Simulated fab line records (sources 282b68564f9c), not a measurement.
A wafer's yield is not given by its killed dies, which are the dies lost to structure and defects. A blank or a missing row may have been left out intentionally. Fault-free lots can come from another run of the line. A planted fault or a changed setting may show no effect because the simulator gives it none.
fab line records -- flow rit_cmos
record: lots: 6, wafers: 18, last_day: 7
route steps=202 shown FOX2@24 NWELL@28 M1@202
lots untouched by any fault: they come from a run of this same line in which no faults occurred
start_h: hours from the record's first day to the start of the lot's first wafer shown -- wait_h: how many hours have passed since the lot's step before this one -- " repeats the value in the row above -- L1.1+2: several wafers, shown together as one row -- - either no value or no given start -- * or withheld: withheld -- < > ~ a bound
route shown NAME@n: a module of which the file shows steps, and the number in the route of the first -- usual: average and standard deviation across the fault-free wafers -- same: alike in all rows -- chamber/n: place in a boat -- sites: readings site by site -- _std_site: standard deviation of those values -- _edge_site: the outer-site mean with the inner-site mean subtracted -- radius_mm: for every site, how far away it sits from the centre of the wafer -- mask NAME#n: copy n -- behind: the last tool/chamber to shape the wafer -- hold: why the lot was held/for how many hours/how that ended -- device: transistor that didn't switch, given as n, p or np -- end of line: tests run on the same wafers once the route is complete -- for a step that has no rows: nothing shown but its recipe -- killed: the dies lost at the first sort to structure and to defects; this is not the yield of the wafer -- map: a wafer's dies, x killed, . not, _ none there
set.NAME: the setting that was run; set.NAME@STEP: the one run at that earlier step -- model.NAME: the simulator's own value behind a step, which no gauge read
a table for each step, a row for each wafer; lots at some steps of the route
services: from which hour (start_h, from the record's first day; less than 0 if before it) a tool's chamber was out of use, for how many hours, and why
== steps ==
step: RIT_FOX2_THK_MEAS_01
recipe: reads: SiO2_of_FOX2_OXIDATION_00
usual: FOX2_OXIDE_THK: 353/6
lot.wafer,tool,chamber,start_h,wait_h,FOX2_OXIDE_THK[nm]
L306.3,film_metro-04,-,18.69,0.0,348
L306.5,film_metro-04,-,18.69,0.0,351
L306.6,film_metro-04,-,18.69,0.0,349
L314.1,film_metro-01,-,58.50,0.0,359
L314.2,film_metro-01,-,58.50,0.0,361
L314.3,film_metro-01,-,58.50,0.0,359
L319.2,film_metro-04,-,86.01,0.0,344
L319.5,film_metro-04,-,86.01,0.0,352
L319.6,film_metro-04,-,86.01,0.0,337
L324.1,film_metro-03,-,109.11,0.0,349
L324.3,film_metro-03,-,109.11,0.0,352
L324.6,film_metro-03,-,109.11,0.0,353
L327.1,film_metro-01,-,123.37,0.0,359
L327.4,film_metro-01,-,123.37,0.0,360
L327.6,film_metro-01,-,123.37,0.0,366
L328.1,film_metro-04,-,129.38,0.0,358
L328.3,film_metro-04,-,129.38,0.0,349
L328.6,film_metro-04,-,129.38,0.0,357
step: RIT_FOX2_CLEAN_02
recipe: chemistry: dHF, dilution: 50:1, time_s: 180
step: RIT_FOX2_WET_ETCH_03
recipe: chemistry: H3PO4, target: Si3N4, target_depth_nm: 195, temp_c: 165, time_s: 2700
step: RIT_FOX2_THK_MEAS_90
recipe: reads: SiO2_of_FOX2_OXIDATION_00
usual: FIELD_OXIDE_LEFT_1_THK: 326/6.1
lot.wafer,tool,chamber,start_h,wait_h,FIELD_OXIDE_LEFT_1_THK[nm]
L306.3,film_metro-04,-,19.63,0.0,320
L306.5,film_metro-04,-,19.63,0.0,323
L306.6,film_metro-04,-,19.63,0.0,322
L314.1,film_metro-03,-,59.37,0.0,331
L314.2,film_metro-03,-,59.37,0.0,333
L314.3,film_metro-03,-,59.37,0.0,331
L319.2,film_metro-04,-,87.03,0.0,316
L319.5,film_metro-04,-,87.03,0.0,325
L319.6,film_metro-04,-,87.03,0.0,310
L324.1,film_metro-03,-,109.99,0.0,321
L324.3,film_metro-03,-,109.99,0.0,325
L324.6,film_metro-03,-,109.99,0.0,325
L327.1,film_metro-04,-,124.31,0.0,332
L327.4,film_metro-04,-,124.31,0.0,333
L327.6,film_metro-04,-,124.31,0.0,339
L328.1,film_metro-03,-,130.26,0.0,330
L328.3,film_metro-03,-,130.26,0.0,321
L328.6,film_metro-03,-,130.26,0.0,330
step: RIT_NWELL_HMDS_00
recipe: prime_time_s: 60, prime_temp_c: 140
step: RIT_NWELL_COAT_01
recipe: resist: NOVOLAK, spin_rpm: 2000, resist_thk_nm: 1300
step: RIT_NWELL_SOFTBAKE_02
recipe: resist: NOVOLAK, temp_c: 90, time_s: 60
step: RIT_NWELL_EXPOSE_03
recipe: mask_id: M2, na: 0.57, target_cd_nm: 43900, dose_mj: 250
step: RIT_NWELL_PEB_04
recipe: resist: NOVOLAK, temp_c: withheld, time_s: withheld
step: RIT_NWELL_DEVELOP_05
recipe: resist: NOVOLAK, develop_time_s: 68, dev_temp_c: 23
step: RIT_NWELL_OVL_MEAS_06
usual: NWELL_OVL: 0.4/1.5
lot.wafer,tool,chamber,start_h,wait_h,NWELL_OVL[nm]
L306.3,overlay-01,-,20.72,-,-0.9
L306.5,overlay-01,-,20.72,-,2.0
L306.6,overlay-01,-,20.72,-,-0.8
L314.1,overlay-01,-,60.44,-,0.6
L314.2,overlay-01,-,60.44,-,0.0
L314.3,overlay-01,-,60.44,-,0.5
L319.2,overlay-01,-,88.09,-,-1.0
L319.5,overlay-01,-,88.09,-,1.9
L319.6,overlay-01,-,88.09,-,-0.9
L324.1,overlay-01,-,110.93,-,3.3
L324.3,overlay-01,-,110.93,-,1.6
L324.6,overlay-01,-,110.93,-,2.2
L327.1,overlay-01,-,125.38,-,-1.5
L327.4,overlay-01,-,125.38,-,-1.0
L327.6,overlay-01,-,125.38,-,-1.3
L328.1,overlay-02,-,131.44,-,-0.2
L328.3,overlay-02,-,131.44,-,0.0
L328.6,overlay-02,-,131.44,-,1.5
step: RIT_NWELL_HARDBAKE_07
recipe: resist: NOVOLAK, temp_c: 140, time_s: 120
step: RIT_NWELL_IMPLANT_08
recipe: species: P, energy_kev: 170, dose_cm2: 5e+13, tilt_deg: 7
usual: beam_energy_keV: 170.00/0.059, tilt_deg: 6.999/0.02
lot.wafer,tool,chamber,start_h,wait_h,beam_energy_keV,tilt_deg
L306.3,implanter-03,0,21.04,0.2,170.06,7.018
L306.5,implanter-03,0,21.04,0.2,170.01,6.987
L306.6,implanter-03,0,21.04,0.2,170.09,6.977
L314.1,implanter-01,0,60.72,0.2,170.03,6.980
L314.2,implanter-01,0,60.72,0.2,170.00,6.991
L314.3,implanter-01,0,60.72,0.2,169.96,7.000
L319.2,implanter-03,0,88.40,0.2,170.04,5.951
L319.5,implanter-03,0,88.40,0.2,170.08,5.954
L319.6,implanter-03,0,88.40,0.2,170.09,5.951
L324.1,implanter-03,0,111.21,0.2,169.96,5.992
L324.3,implanter-03,0,111.21,0.2,169.98,5.980
L324.6,implanter-03,0,111.21,0.2,169.99,5.939
L327.1,implanter-01,0,125.75,0.2,169.97,7.026
L327.4,implanter-01,0,125.75,0.2,169.95,6.999
L327.6,implanter-01,0,125.75,0.2,169.92,7.019
L328.1,implanter-02,0,131.72,0.2,169.95,7.023
L328.3,implanter-02,0,131.72,0.2,170.01,7.024
L328.6,implanter-02,0,131.72,0.2,169.96,7.024
step: RIT_NWELL_STRIP_09
recipe: chemistry: O2, time_s: 180, resist: NOVOLAK, platen_temp_c: withheld, power_w: 500, pressure_mtorr: 4000, o2_flow_sccm: 4000
usual: drypump_motor_current_A: 6.0/0.39
lot.wafer,tool,chamber,start_h,wait_h,drypump_motor_current_A,rf_hours_counter_h
L306.3,plasma_asher-04,0,21.20,0.1,6.8,-
L306.5,plasma_asher-04,0,21.20,0.1,6.8,-
L306.6,plasma_asher-04,1,21.20,0.1,5.5,-
L314.1,plasma_asher-02,1,60.87,0.1,5.7,41
L314.2,plasma_asher-02,0,60.87,0.1,6.0,41
L314.3,plasma_asher-02,0,60.87,0.1,5.9,-
L319.2,plasma_asher-02,1,88.52,0.1,5.7,44
L319.5,plasma_asher-02,0,88.52,0.1,6.0,-
L319.6,plasma_asher-02,1,88.52,0.1,5.7,-
L324.1,plasma_asher-04,0,111.36,0.1,6.8,33
L324.3,plasma_asher-04,0,111.36,0.1,6.8,-
L324.6,plasma_asher-04,1,111.36,0.1,5.5,-
L327.1,plasma_asher-03,1,125.90,0.1,6.3,50
L327.4,plasma_asher-03,0,125.90,0.1,5.9,-
L327.6,plasma_asher-03,0,125.90,0.1,5.9,-
L328.1,plasma_asher-04,1,131.87,0.1,5.5,36
L328.3,plasma_asher-04,1,131.87,0.1,5.5,-
L328.6,plasma_asher-04,0,131.87,0.1,6.8,-
step: RIT_M1_PROBE_99
usual: killed_at_M0_to_M3: 0.0/0.18, killed_at_contacts: 0.1/0.38, killed_at_front_end: 6.9/2.9, killed_dies: 7.1/3, killed_open: 3.5/2.1, killed_short: 3.5/2
same: gross_dies: 264, killed_at_M4_up: 0, killed_at_back_side: 0, killed_at_other: 0
lot.wafer,tool,chamber,start_h,wait_h,killed_at_M0_to_M3,killed_at_contacts,killed_at_front_end,killed_dies,killed_open,killed_short,model.etest.pplus_sal.width_nm,model.etest.nplus_sal.width_nm
L306.3,prober-02,-,58.73,0.2,0,0,10,10,6,4,3444,3480
L306.5,prober-02,-,58.83,0.2,0,0,5,5,2,2,3445,3455
L306.6,prober-02,-,58.88,0.2,0,0,7,7,1,6,3464,3461
L314.1,prober-01,-,98.75,0.1,0,0,9,9,5,4,3438,3459
L314.2,prober-01,-,98.80,0.1,1,1,6,8,6,2,3434,3404
L314.3,prober-01,-,98.85,0.2,0,0,8,8,7,1,3435,3448
L319.2,prober-01,-,129.97,0.1,0,0,3,3,2,1,3409,3410
L319.5,prober-01,-,130.12,0.2,0,2,9,11,4,7,3412,3411
L319.6,prober-01,-,130.17,0.2,0,0,5,5,3,2,3411,3410
L324.1,prober-01,-,147.89,0.1,0,0,9,9,2,7,3442,3440
L324.3,prober-01,-,147.99,0.2,0,0,5,5,2,3,3427,3446
L324.6,prober-01,-,148.14,0.2,0,2,10,12,5,5,3453,3451
L327.1,prober-02,-,162.50,0.1,0,0,3,3,1,2,3448,3439
L327.4,prober-02,-,162.65,0.2,0,1,10,11,3,8,3425,3431
L327.6,prober-02,-,162.75,0.2,0,0,8,8,4,4,3405,3406
L328.1,prober-01,-,168.44,0.1,0,0,5,5,2,3,3442,3443
L328.3,prober-01,-,168.54,0.2,0,0,4,4,2,2,3447,3433
L328.6,prober-01,-,168.69,0.2,0,0,6,6,3,2,3435,3431
killed by level:class
L306.3 GATE:geometric_particle:open=4 GATE:geometric_particle:short=3 ACTIVE:geometric_particle:short=1 FOX2:geometric_particle:open=1 SILICIDE:geometric_particle:open=1
L306.5 FOX1:geometric_particle:short=2 FOX1:geometric_particle:open=1 FOX2:geometric_particle:open=1 PLDD:coat_microbubble_printed=1
L306.6 GATE:geometric_particle:short=4 FOX1:geometric_particle:short=2 GATE:geometric_particle:open=1
L314.1 GATE:geometric_particle:short=3 FOX2:geometric_particle:open=2 FOX1:geometric_particle:open=1 FOX1:geometric_particle:short=1 GATE:geometric_particle:open=1 REOX:geometric_particle:open=1
L314.2 GATE:geometric_particle:open=3 SPACER:geometric_particle:open=2 GATE:geometric_particle:short=1 CONTACT:geometric_particle:open=1 M1:geometric_particle:short=1
L314.3 GATE:geometric_particle:open=3 FOX2:geometric_particle:open=2 REOX:geometric_particle:open=1 SPACER:geometric_particle:short=1 SILICIDE:geometric_particle:open=1
L319.2 SPACER:geometric_particle:open=2 SPACER:geometric_particle:short=1
L319.5 GATE:geometric_particle:short=2 GATE:geometric_particle:open=2 ACTIVE:geometric_particle:short=1 FOX2:geometric_particle:short=1 FOX2:geometric_particle:open=1 SPACER:geometric_particle:short=1 SILICIDE:geometric_particle:short=1 CONTACT:geometric_particle:short=1
L319.6 GATE:geometric_particle:open=1 SPACER:geometric_particle:open=1 SPACER:geometric_particle:short=1 SILICIDE:geometric_particle:open=1 SILICIDE:geometric_particle:short=1
L324.1 SPACER:geometric_particle:short=2 GATE:geometric_particle:short=2 SILICIDE:geometric_particle:short=2 GATE:geometric_particle:open=1 REOX:geometric_particle:short=1 SILICIDE:geometric_particle:open=1
L324.3 FOX2:geometric_particle:short=1 GATE:geometric_particle:short=1 GATE:geometric_particle:open=1 REOX:geometric_particle:open=1 SILICIDE:geometric_particle:short=1
L324.6 GATE:geometric_particle:open=2 GATE:geometric_particle:short=2 SILICIDE:geometric_particle:short=2 CONTACT:coat_microbubble_printed=2 FOX1:geometric_particle:open=1 SPACER:geometric_particle:short=1 SPACER:geometric_particle:open=1 SILICIDE:geometric_particle:open=1
L327.1 GATE:geometric_particle:short=1 GATE:geometric_particle:open=1 SILICIDE:geometric_particle:short=1
L327.4 GATE:geometric_particle:short=3 SPACER:geometric_particle:short=2 FOX1:geometric_particle:open=1 FOX1:geometric_particle:short=1 FOX2:geometric_particle:short=1 FOX2:geometric_particle:open=1 REOX:geometric_particle:short=1 CONTACT:geometric_particle:open=1
L327.6 GATE:geometric_particle:short=3 GATE:geometric_particle:open=2 FOX1:geometric_particle:open=1 SILICIDE:geometric_particle:open=1 SILICIDE:geometric_particle:short=1
L328.1 FOX1:geometric_particle:short=2 FOX1:geometric_particle:open=1 GATE:geometric_particle:short=1 SPACER:geometric_particle:open=1
L328.3 FOX1:geometric_particle:open=2 FOX1:geometric_particle:short=1 GATE:geometric_particle:short=1
L328.6 GATE:geometric_particle:open=3 GATE:geometric_particle:short=2 NRETRO:coat_microbubble_printed=1
== services ==
tool,chamber,start_h,hours,kind
implanter-02,-,0.26,0.9,repair
implanter-02,-,10.61,4.1,repair
implanter-01,-,11.32,4.7,pm
plasma_asher-03,-,45.70,3.9,repair
plasma_asher-04,-,67.36,4.3,pm
== key ==
first_sign: step: RIT_NWELL_IMPLANT_08, reading: tilt_deg, direction: down, sigmas: 53, usual: 6.999, struck: 5.961
effect none on later readings
model_effect: step: RIT_M1_PROBE_99, value: etest.pplus_sal.width_nm, without: 3440, struck: 3426
met_at RIT_NWELL_IMPLANT_08
struck_wafers L319.2,L319.5,L319.6,L324.1,L324.3,L324.6
tester_left_out L319,L324
onset_between 21.04 88.40
fault: kind: process_parameter_drift, tool: implanter-03, chamber: -, onset_h: 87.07, steps: RIT_NWELL_IMPLANT_08, channel: tilt_deg, offset: -1.0264, shape: step, end_h: 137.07, acts_in: these_recipes_only, stated: 7
tester_left_out: of these lots the tester's yield and bins aren't shown, on N5 and GAA mostly nor the transistor test; their killed dies are dies lost to structure and defects alone, not to doping, threshold or leakage, so they don't give the yield
